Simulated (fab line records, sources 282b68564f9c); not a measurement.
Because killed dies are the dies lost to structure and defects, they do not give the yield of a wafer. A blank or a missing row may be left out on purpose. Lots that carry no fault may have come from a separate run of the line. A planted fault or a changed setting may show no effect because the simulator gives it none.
Commonality check across tools -- flow rit cmos -- 14 lots and 42 wafers in the sample

== WHAT PROMPTED THE OPENING ==
2 of 14 lots carry a flag on the reading GATE_POLY_THK at RIT_GATE_THK_MEAS_09. Fault-free wafers read 251.3 nm, with a standard deviation of 2.3.
Rule: a lot is flagged when every wafer of it that has a number lies more than 4 standard deviations from that mean, or none has a number. As for the other lots, they are considered sound.

lot,measured,on,"GATE_POLY_THK (nm), wafer by wafer",flag
L620,day 2 12:20,film metro-03,252.2 253.3 252.2,
L621,day 2 15:52,film metro-02,251.3 250.7 249.5,
L624,day 3 08:20,film metro-04,246.6 248.6 248.4,
L625,day 3 12:26,film metro-04,252.9 251.4 253.5,
L628,day 4 04:29,film metro-04,124.9 124.0 124.4,FLAGGED
L630,day 4 14:49,film metro-02,116.6 120.6 117.7,FLAGGED
L634,day 5 15:21,film metro-03,250.1 249.7 248.9,
L633,day 5 15:22,film metro-04,251.9 252.8 250.1,
L635,day 5 21:02,film metro-04,248.7 249.2 250.4,
L638,day 6 13:17,film metro-04,251.8 249.8 250.2,
L639,day 6 18:43,film metro-04,253.7 255.0 254.5,
L640,day 6 19:35,film metro-03,252.2 253.0 252.5,
L641,day 7 02:56,film metro-02,249.4 247.9 248.6,
L643,day 7 07:55,film metro-03,252.9 251.7 253.5,
The mean of the flagged lots' numbers is 121.4 nm, -129.9 nm from the usual (-56 standard deviations).

== TOOL THAT RAN EACH LOT ==
The record holds 1 process step before the reading, out of a route of 202 steps. In each cell: the tool, then ch and the chambers that the sampled wafers went through, then the start.
lot,flag,RIT_GATE_CVD_08
L620,,"lpcvd-02 ch 0, day 2 10:41"
L621,,"lpcvd-01 ch 1, day 2 14:15"
L624,,"lpcvd-02 ch 1, day 3 06:43"
L625,,"lpcvd-02 ch 1, day 3 10:49"
L628,FLAGGED,"lpcvd-02 ch 0, day 4 02:50"
L630,FLAGGED,"lpcvd-02 ch 0, day 4 13:10"
L634,,"lpcvd-01 ch 0, day 5 13:44"
L633,,"lpcvd-01 ch 1, day 5 13:44"
L635,,"lpcvd-01 ch 1, day 5 19:25"
L638,,"lpcvd-01 ch 1, day 6 11:41"
L639,,"lpcvd-01 ch 0, day 6 17:05"
L640,,"lpcvd-02 ch 0, day 6 17:59"
L641,,"lpcvd-02 ch 1, day 7 01:19"
L643,,"lpcvd-01 ch 0, day 7 06:17"
What the steps here do:
- RIT_GATE_CVD_08: deposits poly-Si from SiH4, target thk 250 nm, time 2220 s.
- RIT_GATE_THK_MEAS_09

== FLAGGED OVER TOTAL, TOOL BY TOOL (the gauges that took the reading come last) ==
step,tool,lots run,flagged,share of the flagged lots,sound lots run after its first flagged lot
RIT_GATE_CVD_08,lpcvd-01,7,0,none,-
RIT_GATE_CVD_08,lpcvd-02,7,2,all,"2 (L640,L641)"
RIT_GATE_THK_MEAS_09,film metro-02,3,1,some,1 (L641)
RIT_GATE_THK_MEAS_09,film metro-03,4,0,none,-
RIT_GATE_THK_MEAS_09,film metro-04,7,1,some,"4 (L633,L635,L638,L639)"

== THE TABLE: WHAT IT ALLOWS ==
In the table, 1 row covers all flagged lots: lpcvd-02 at RIT_GATE_CVD_08.
- lpcvd-02 at RIT_GATE_CVD_08 ran 7 lots, 2 of them flagged. After the first flagged lot (L640, L641), sound lots still ran on it; a lasting fault on the whole tool would not permit that.
Every row of the table either missed a flagged lot or ran a sound lot after the first.

== WHAT WAS PUT IN BY THE SIMULATOR ==
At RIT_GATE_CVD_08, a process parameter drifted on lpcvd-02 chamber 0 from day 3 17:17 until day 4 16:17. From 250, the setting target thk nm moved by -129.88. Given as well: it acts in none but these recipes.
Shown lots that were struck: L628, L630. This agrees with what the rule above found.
